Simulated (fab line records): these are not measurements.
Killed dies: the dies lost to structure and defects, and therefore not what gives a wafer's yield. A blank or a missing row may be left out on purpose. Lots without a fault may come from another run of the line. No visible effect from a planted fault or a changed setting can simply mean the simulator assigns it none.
fab line records ; flow ritCmos
record: lots: 6; wafers: 18; lastDay: 6
route steps=202 shown ACTIVE@1 M1@202
lots that met no fault: taken from a fault-free run of the same line
startH: start of the lot's first displayed wafer, in hours after the record's first day ; waitH: hours from the lot's prior step to this one ; " repeats the value in the row above ; L1.1+2: a single row standing in for several wafers ; - no value present, or no start provided ; * or withheld: withheld ; < > ~ a bound
route shown NAME@n: NAME is a module with steps in the file, n the number in the route of the first one ; usual: average and standard deviation across the fault-free wafers ; same: alike in all rows ; chamber/n: place in a boat ; sites: each site's reading ; _std_site: their standard deviation ; _edge_site: the outer-site mean with the inner-site mean subtracted ; radiusMm: for every site, how far away it sits from the centre of the wafer ; mask NAME#n: copy n ; behind: the most recent tool/chamber to have shaped the wafer ; hold: what put the lot on hold/how long, in hours/how the hold closed ; device: names the non-switching transistor (n, p or np) ; end of line: tests of these same wafers at the route's end ; step lacking rows: just its recipe ; killed: dies lost to structure and defects at the first sort, not the wafer's yield ; map: a wafer's dies, marking killed ones x, the rest . and places with no die _
set.NAME: setting as actually run; set.NAME@STEP: the setting as run at that earlier step ; model.NAME: the simulator's own value behind a step, which no gauge read
a table for each step, a row for each wafer; lots at some steps of the route
services: from which hour (startH, from the record's first day; less than 0 if before it) a tool's chamber was out of use, for how many hours, and why
== steps ==
step: RIT_ACTIVE_BOW_MEAS_00
recipe: mode: bow
usual: INCOMING_BOW: 0/6.4
lot.wafer;tool;chamber;startH;waitH;INCOMING_BOW[um]
L368.1;filmMetro-02;-;20.00;-;2
L368.3;filmMetro-02;-;20.00;-;6
L368.4;filmMetro-02;-;20.00;-;16
L369.1;filmMetro-02;-;25.00;-;-2
L369.3;filmMetro-02;-;25.00;-;-1
L369.4;filmMetro-02;-;25.00;-;-3
L378.1;filmMetro-04;-;70.00;-;2
L378.2;filmMetro-04;-;70.00;-;-1
L378.5;filmMetro-04;-;70.00;-;-2
L379.1;filmMetro-02;-;75.00;-;4
L379.3;filmMetro-02;-;75.00;-;0
L379.6;filmMetro-02;-;75.00;-;5
L380.1;filmMetro-01;-;80.00;-;2
L380.2;filmMetro-01;-;80.00;-;1
L380.6;filmMetro-01;-;80.00;-;5
L381.1;filmMetro-01;-;85.00;-;-8
L381.2;filmMetro-01;-;85.00;-;6
L381.5;filmMetro-01;-;85.00;-;2
step: RIT_ACTIVE_OXIDATION_01
recipe: tempC: 994; ambient: O2; targetThkA: 468; oxTimeS: 3360
step: RIT_ACTIVE_THK_MEAS_02
recipe: reads: SiO2_of_ACTIVE_OXIDATION_01
usual: ACTIVE_OXIDE_THK: 43.7/0.93
lot.wafer;tool;chamber;startH;waitH;ACTIVE_OXIDE_THK[nm]
L368.1;filmMetro-02;-;22.05;0.0;42.9
L368.3;filmMetro-02;-;22.05;0.0;42.4
L368.4;filmMetro-02;-;22.05;0.0;42.7
L369.1;filmMetro-02;-;27.05;0.0;41.2
L369.3;filmMetro-02;-;27.05;0.0;43.0
L369.4;filmMetro-02;-;27.05;0.0;42.0
L378.1;filmMetro-02;-;72.26;0.0;43.7
L378.2;filmMetro-02;-;72.26;0.0;43.1
L378.5;filmMetro-02;-;72.26;0.0;43.5
L379.1;filmMetro-02;-;79.27;0.0;42.2
L379.3;filmMetro-02;-;79.27;0.0;43.1
L379.6;filmMetro-02;-;79.27;0.0;42.7
L380.1;filmMetro-04;-;82.05;0.0;43.7
L380.2;filmMetro-04;-;82.05;0.0;43.7
L380.6;filmMetro-04;-;82.05;0.0;43.5
L381.1;filmMetro-01;-;89.44;0.0;43.5
L381.2;filmMetro-01;-;89.44;0.0;43.6
L381.5;filmMetro-01;-;89.44;0.0;43.5
step: RIT_ACTIVE_CVD_03
recipe: material: Si3N4; targetThkNm: 150; tempC: 810; precursor: SiH2Cl2/NH3; timeS: 1500; pressureMtorr: 300; sih2cl2FlowSccm: 60; nh3FlowSccm: 150
step: RIT_ACTIVE_THK_MEAS_04
recipe: reads: Si3N4_of_ACTIVE_CVD_03
usual: ACTIVE_NITRIDE_THK: 150.4/1.4
lot.wafer;tool;chamber;startH;waitH;ACTIVE_NITRIDE_THK[nm]
L368.1;filmMetro-02;-;23.53;0.0;149.4
L368.3;filmMetro-02;-;23.53;0.0;148.5
L368.4;filmMetro-02;-;23.53;0.0;149.6
L369.1;filmMetro-04;-;28.53;0.0;150.2
L369.3;filmMetro-04;-;28.53;0.0;150.7
L369.4;filmMetro-04;-;28.53;0.0;150.5
L378.1;filmMetro-04;-;73.74;0.0;151.3
L378.2;filmMetro-04;-;73.74;0.0;151.3
L378.5;filmMetro-04;-;73.74;0.0;151.0
L379.1;filmMetro-02;-;81.46;0.0;150.3
L379.3;filmMetro-02;-;81.46;0.0;152.1
L379.6;filmMetro-02;-;81.46;0.0;150.5
L380.1;filmMetro-04;-;83.53;0.0;152.0
L380.2;filmMetro-04;-;83.53;0.0;153.0
L380.6;filmMetro-04;-;83.53;0.0;152.5
L381.1;filmMetro-04;-;90.91;0.0;151.9
L381.2;filmMetro-04;-;90.91;0.0;152.4
L381.5;filmMetro-04;-;90.91;0.0;152.0
step: RIT_ACTIVE_HMDS_05
recipe: primeTimeS: 60; primeTempC: 140
step: RIT_ACTIVE_COAT_06
recipe: resist: NOVOLAK; spinRpm: 3250; resistThkNm: 1000
usual: dispensePressureKPa: 53.4/2.4
lot.wafer;tool;chamber;startH;waitH;dispensePressureKPa;model.NOVOLAK_of_ACTIVE_COAT_06.thkNm
L368.1;lithoTrack-02;0;23.74;0.1;49.7;995.9
L368.3;lithoTrack-02;0;23.74;0.1;49.7;996.6
L368.4;lithoTrack-02;0;23.74;0.1;49.7;994.9
L369.1;lithoTrack-03;0;28.74;0.1;54.4;997.8
L369.3;lithoTrack-03;0;28.74;0.1;54.4;1001
L369.4;lithoTrack-03;0;28.74;0.1;54.5;999.3
L378.1;lithoTrack-01;0;73.95;0.1;55.6;999.3
L378.2;lithoTrack-01;0;73.95;0.1;55.6;1004
L378.5;lithoTrack-01;0;73.95;0.1;55.5;1003
L379.1;lithoTrack-01;0;81.67;0.1;55.6;1006
L379.3;lithoTrack-01;0;81.67;0.1;55.6;1004
L379.6;lithoTrack-01;0;81.67;0.1;55.6;1006
L380.1;lithoTrack-03;0;83.74;0.1;54.4;478.8
L380.2;lithoTrack-03;0;83.74;0.1;54.3;477.2
L380.6;lithoTrack-03;0;83.74;0.1;54.4;478.5
L381.1;lithoTrack-03;0;91.12;0.1;54.4;480.8
L381.2;lithoTrack-03;0;91.12;0.1;54.3;480.4
L381.5;lithoTrack-03;0;91.12;0.1;54.3;479.8
step: RIT_ACTIVE_SOFTBAKE_07
recipe: resist: NOVOLAK; tempC: 90; timeS: 60
step: RIT_ACTIVE_EXPOSE_08
recipe: maskId: M1; na: 0.6; sourceShape: conventional; sigmaOuter: 0.6; targetCdNm: 1400; doseMj: 225
step: RIT_ACTIVE_PEB_09
recipe: resist: NOVOLAK; tempC: withheld; timeS: withheld
step: RIT_ACTIVE_DEVELOP_10
recipe: resist: NOVOLAK; developTimeS: 50; devTempC: 23
step: RIT_ACTIVE_CD_MEAS_11
recipe: targetCdNm: 1400
usual: cdNm: 1400.2/2.5
lot.wafer;tool;chamber;startH;waitH;cdNm
L368.1;cdSem-01;-;24.44;-;1398.9
L368.3;cdSem-01;-;24.44;-;1397.3
L368.4;cdSem-01;-;24.44;-;1398.7
L369.1;cdSem-01;-;29.56;-;1395.5
L369.3;cdSem-01;-;29.56;-;1396.9
L369.4;cdSem-01;-;29.56;-;1397.4
L378.1;cdSem-01;-;74.77;-;1400.8
L378.2;cdSem-01;-;74.77;-;1400.6
L378.5;cdSem-01;-;74.77;-;1400.1
L379.1;cdSem-01;-;82.49;-;1398.8
L379.3;cdSem-01;-;82.49;-;1398.6
L379.6;cdSem-01;-;82.49;-;1396.3
L380.1;cdSem-01;-;84.56;-;1328.2
L380.2;cdSem-01;-;84.56;-;1329.5
L380.6;cdSem-01;-;84.56;-;1330.0
L381.1;cdSem-01;-;92.08;-;1326.8
L381.2;cdSem-01;-;92.08;-;1332.3
L381.5;cdSem-01;-;92.08;-;1331.4
step: RIT_ACTIVE_HARDBAKE_12
recipe: resist: NOVOLAK; tempC: 140.9; timeS: 60
step: RIT_ACTIVE_ETCH_13
recipe: stopOn: SiO2; chemistry: SF6; target: Si3N4; timeS: 210; overEtchFrac: 0.4; SF6_flow_sccm: 200; pressureMtorr: 260; rfW: 125; targetDepthA: 2100
usual: SF6_flow_sccm: 200.0/0.61; drypumpMotorCurrentA: 5.9/0.46; oesProductAu: 0.821/0.014; throttleValvePct: 7.52/0.11
lot.wafer;tool;chamber;startH;waitH;SF6_flow_sccm;drypumpMotorCurrentA;oesProductAu;rfHoursCounterH;throttleValvePct;model.NOVOLAK_of_ACTIVE_COAT_06.thkNm;model.ACTIVE.cdNm
L368.1;rieDiel-03;1;24.71;0.1;199.8;5.4;0.832;156;7.43;644.6;1399
L368.3;rieDiel-03;3;24.71;0.1;199.8;6.4;0.798;29;7.60;647.8;1397
L368.4;rieDiel-03;2;24.71;0.1;199.0;6.4;0.812;38;7.27;650;1399
L369.1;rieDiel-02;0;29.83;0.1;199.7;4.9;0.815;15;7.64;646.7;1395
L369.3;rieDiel-02;2;29.83;0.1;199.8;5.9;0.836;48;7.51;650.3;1397
L369.4;rieDiel-02;1;29.83;0.1;200.8;6.5;0.836;113;7.35;643.9;1397
L378.1;rieDiel-04;3;75.04;0.1;199.4;5.4;0.827;19;7.60;655.3;1401
L378.2;rieDiel-04;1;75.04;0.1;199.4;5.7;0.815;89;7.51;657.7;1400
L378.5;rieDiel-04;1;75.04;0.1;200.0;5.6;0.816;-;7.49;657.4;1400
L379.1;rieDiel-04;1;82.95;0.1;199.9;5.7;0.815;89;7.50;661.7;-
L379.3;rieDiel-04;0;82.95;0.1;200.1;5.8;0.813;5;7.63;652.1;1399
L379.6;rieDiel-04;2;82.95;0.1;200.1;5.4;0.802;-;7.46;658.6;1397
L380.1;rieDiel-02;2;84.83;0.1;200.2;6.0;0.842;49;7.50;192.2;1328
L380.2;rieDiel-02;1;84.83;0.1;201.1;6.5;0.841;115;7.35;185.9;1329
L380.6;rieDiel-02;2;84.83;0.1;199.6;6.0;0.837;-;7.50;191.7;1330
L381.1;rieDiel-03;2;92.35;0.1;200.4;6.4;0.800;39;7.29;202.3;1327
L381.2;rieDiel-03;0;92.35;0.1;199.4;6.0;0.825;134;7.61;187.6;1332
L381.5;rieDiel-03;0;92.35;0.1;198.9;6.0;0.825;-;7.63;188.2;1331
step: RIT_ACTIVE_STRIP_14
recipe: chemistry: O2; timeS: 180; resist: NOVOLAK; platenTempC: withheld; powerW: 500; pressureMtorr: 4000; o2FlowSccm: 4000
usual: drypumpMotorCurrentA: 5.6/0.51; rfReflPowerW: 7.6/1.2
lot.wafer;tool;chamber;startH;waitH;drypumpMotorCurrentA;rfHoursCounterH;rfReflPowerW
L368.1;plasmaAsher-04;0;24.84;0.1;5.4;36;6.1
L368.3;plasmaAsher-04;1;24.84;0.1;6.6;-;9.3
L368.4;plasmaAsher-04;0;24.84;0.1;5.4;-;6.1
L369.1;plasmaAsher-03;1;29.97;0.1;5.5;38;8.6
L369.3;plasmaAsher-03;1;29.97;0.1;5.5;-;8.6
L369.4;plasmaAsher-03;0;29.97;0.1;5.3;-;7.7
L378.1;plasmaAsher-03;1;75.18;0.1;5.5;42;8.6
L378.2;plasmaAsher-03;0;75.18;0.1;5.3;42;7.2
L378.5;plasmaAsher-03;1;75.18;0.1;5.5;-;8.5
L379.1;plasmaAsher-04;1;83.09;0.1;6.7;42;9.1
L379.3;plasmaAsher-04;1;83.09;0.1;6.7;-;9.0
L379.6;plasmaAsher-04;1;83.09;0.1;6.6;-;8.9
L380.1;plasmaAsher-04;0;84.97;0.1;5.4;43;5.8
L380.2;plasmaAsher-04;1;84.97;0.1;6.6;43;9.5
L380.6;plasmaAsher-04;0;84.97;0.1;5.4;-;5.9
L381.1;plasmaAsher-03;1;92.48;0.1;5.5;44;8.8
L381.2;plasmaAsher-03;0;92.48;0.1;5.3;44;7.8
L381.5;plasmaAsher-03;0;92.48;0.1;5.3;-;7.8
step: RIT_M1_PROBE_99
usual: killedAtContacts: 0.1/0.25; killedAtFrontEnd: 6/3.1; killedDies: 6/3.1; killedOnRim: 1.6/1.4; killedOpen: 2.9/2; killedShort: 3.3/2
same: grossDies: 264; killed_at_M0_to_M3: 0; killed_at_M4_up: 0; killedAtBackSide: 0; killedAtOther: 0
lot.wafer;tool;chamber;startH;waitH;killedAtContacts;killedAtFrontEnd;killedDies;killedOnRim;killedOpen;killedShort;model.etest.nplusSal.widthNm;model.etest.pplusSal.widthNm;model.etest.nldd.widthNm;model.etest.pldd.widthNm;model.etest.nmosNarrow.driveUaUm;model.etest.pmosNarrow.driveUaUm;model.etest.nplusSal.lineOhmUm;model.etest.pplusSal.lineOhmUm
L368.1;prober-02;-;73.22;0.1;1;8;9;2;8;1;3503;3486;3229;3226;228.5;108.8;1.208;1.216
L368.3;prober-02;-;73.32;0.2;0;6;6;2;3;3;3473;3482;3245;3245;233.1;112;1.219;1.21
L368.4;prober-02;-;73.37;0.2;0;6;6;2;4;2;3484;3469;3231;3206;231.7;111.4;1.192;1.194
L369.1;prober-01;-;79.25;0.1;0;8;8;1;4;4;3446;3466;3252;3229;234.6;106;1.228;1.236
L369.3;prober-01;-;79.35;0.2;0;4;4;1;2;2;3460;3458;3218;3207;231.8;104.7;1.21;1.197
L369.4;prober-01;-;79.40;0.2;0;7;7;3;3;4;3480;3450;3239;3220;237.7;108.4;1.194;1.219
L378.1;prober-02;-;122.73;0.1;1;6;7;1;5;2;3496;3507;3241;3240;233.9;107.7;1.226;1.234
L378.2;prober-02;-;122.78;0.1;0;3;3;1;1;2;3514;3521;3252;3258;232.8;105.7;1.198;1.191
L378.5;prober-02;-;122.93;0.2;0;7;7;1;3;4;3501;3480;3236;3248;232.1;104.2;1.188;1.23
L379.1;prober-01;-;126.98;0.1;0;3;3;1;2;1;3472;3470;3224;3222;228.8;104.5;1.217;1.229
L379.3;prober-01;-;127.08;0.2;0;6;6;2;4;2;3469;3469;3222;3226;230.9;105.7;1.196;1.219
L379.6;prober-01;-;127.23;0.2;0;3;3;1;2;1;3488;3491;3231;3220;228;105;1.216;1.235
L380.1;prober-02;-;132.92;0.1;0;8;8;3;5;3;3406;3410;3148;3153;211.7;99.6;1.237;1.236
L380.2;prober-02;-;132.97;0.1;0;11;11;2;5;6;3403;3406;3154;3152;211.3;97.84;1.236;1.233
L380.6;prober-02;-;133.17;0.2;0;9;9;4;2;6;3421;3405;3150;3153;213.8;99.5;1.222;1.218
L381.1;prober-01;-;138.20;0.1;0;4;4;2;3;1;3431;3410;3164;3166;224.4;104.5;1.221;1.214
L381.2;prober-01;-;138.25;0.1;0;8;8;1;6;2;3427;3405;3173;3181;229.8;105.1;1.212;1.214
L381.5;prober-01;-;138.40;0.2;0;3;3;0;0;3;3420;3426;3179;3164;224;102.8;1.22;1.202
killed by level:class
L368.1 FOX1:geometricParticle:open=2 SILICIDE:geometricParticle:open=2 FOX2:geometricParticle:open=1 GATE:geometricParticle:open=1 GATE:geometricParticle:short=1 SPACER:geometricParticle:open=1 CONTACT:geometricParticle:open=1
L368.3 GATE:geometricParticle:short=2 FOX2:geometricParticle:open=1 GATE:geometricParticle:open=1 SILICIDE:geometricParticle:short=1 SILICIDE:geometricParticle:open=1
L368.4 FOX2:geometricParticle:open=1 GATE:geometricParticle:open=1 SPACER:geometricParticle:open=1 SPACER:geometricParticle:short=1 SILICIDE:geometricParticle:open=1 SILICIDE:geometricParticle:short=1
L369.1 FOX1:geometricParticle:short=2 FOX1:geometricParticle:open=2 GATE:geometricParticle:open=2 FOX2:geometricParticle:short=1 GATE:geometricParticle:short=1
L369.3 GATE:geometricParticle:short=2 GATE:geometricParticle:open=2
L369.4 FOX1:geometricParticle:open=2 FOX1:geometricParticle:short=2 GATE:geometricParticle:short=1 SILICIDE:geometricParticle:open=1 SILICIDE:geometricParticle:short=1
L378.1 GATE:geometricParticle:open=3 FOX1:geometricParticle:open=1 FOX2:geometricParticle:short=1 GATE:geometricParticle:short=1 CONTACT:geometricParticle:open=1
L378.2 FOX1:geometricParticle:open=1 FOX1:geometricParticle:short=1 GATE:geometricParticle:short=1
L378.5 GATE:geometricParticle:open=3 GATE:geometricParticle:short=2 SPACER:geometricParticle:short=1 SILICIDE:geometricParticle:short=1
L379.1 FOX1:geometricParticle:short=1 GATE:geometricParticle:open=1 SILICIDE:geometricParticle:open=1
L379.3 SILICIDE:geometricParticle:open=2 GATE:geometricParticle:short=1 GATE:geometricParticle:open=1 REOX:geometricParticle:open=1 SILICIDE:geometricParticle:short=1
L379.6 FOX1:geometricParticle:open=1 GATE:geometricParticle:open=1 REOX:geometricParticle:short=1
L380.1 FOX1:geometricParticle:open=2 GATE:geometricParticle:open=2 FOX2:geometricParticle:short=1 GATE:geometricParticle:short=1 SILICIDE:geometricParticle:open=1 SILICIDE:geometricParticle:short=1
L380.2 SPACER:geometricParticle:short=3 FOX1:geometricParticle:open=2 SILICIDE:geometricParticle:short=2 GATE:geometricParticle:short=1 GATE:geometricParticle:open=1 SPACER:geometricParticle:open=1 SILICIDE:geometricParticle:open=1
L380.6 FOX1:geometricParticle:short=2 GATE:geometricParticle:open=2 REOX:geometricParticle:short=2 GATE:geometricParticle:short=1 SPACER:geometricParticle:short=1 ACTIVE:coatMicrobubblePrinted=1
L381.1 GATE:geometricParticle:open=2 GATE:geometricParticle:short=1 REOX:geometricParticle:open=1
L381.2 FOX1:geometricParticle:open=2 GATE:geometricParticle:open=2 GATE:geometricParticle:short=2 SILICIDE:geometricParticle:open=2
L381.5 GATE:geometricParticle:short=1 REOX:geometricParticle:short=1 SILICIDE:geometricParticle:short=1
== services ==
tool;chamber;startH;hours;kind
rieDiel-03;2;13.56;6.8;repair
rieDiel-03;-;17.95;2.8;pm
plasmaAsher-04;-;21.83;2.8;pm
rieDiel-02;0;51.74;13.6;repair
plasmaAsher-03;-;88.64;1.2;repair
== key ==
firstSign: step: RIT_ACTIVE_CD_MEAS_11; reading: cdNm; direction: down; sigmas: 29; usual: 1400.2; struck: 1329.7
effect none on later readings
modelEffect: step: RIT_ACTIVE_COAT_06; value: NOVOLAK_of_ACTIVE_COAT_06.thkNm; without: 998.4; struck: 479.2
modelEffect: step: RIT_ACTIVE_ETCH_13; value: NOVOLAK_of_ACTIVE_COAT_06.thkNm; without: 645.1; struck: 191.3
modelEffect: step: RIT_M1_PROBE_99; value: etest.nplusSal.widthNm; without: 3488; struck: 3418
metAt RIT_ACTIVE_COAT_06
struckWafers L380.1,L380.2,L380.6,L381.1,L381.2,L381.5
testerLeftOut L380,L381
onsetBetween 28.74 83.74
alsoFits time
fault: kind: processParameterDrift; tool: lithoTrack-03; chamber: -; onsetH: 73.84; steps: RIT_ACTIVE_COAT_06; channel: resistThkNm; offset: -520; shape: step; endH: 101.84; actsIn: theseRecipesOnly; stated: 1000
testerLeftOut: of these lots the tester's yield and bins aren't shown, on N5 and GAA mostly nor the transistor test; their killed dies are dies lost to structure and defects alone, not to doping, threshold or leakage, so they don't give the yield
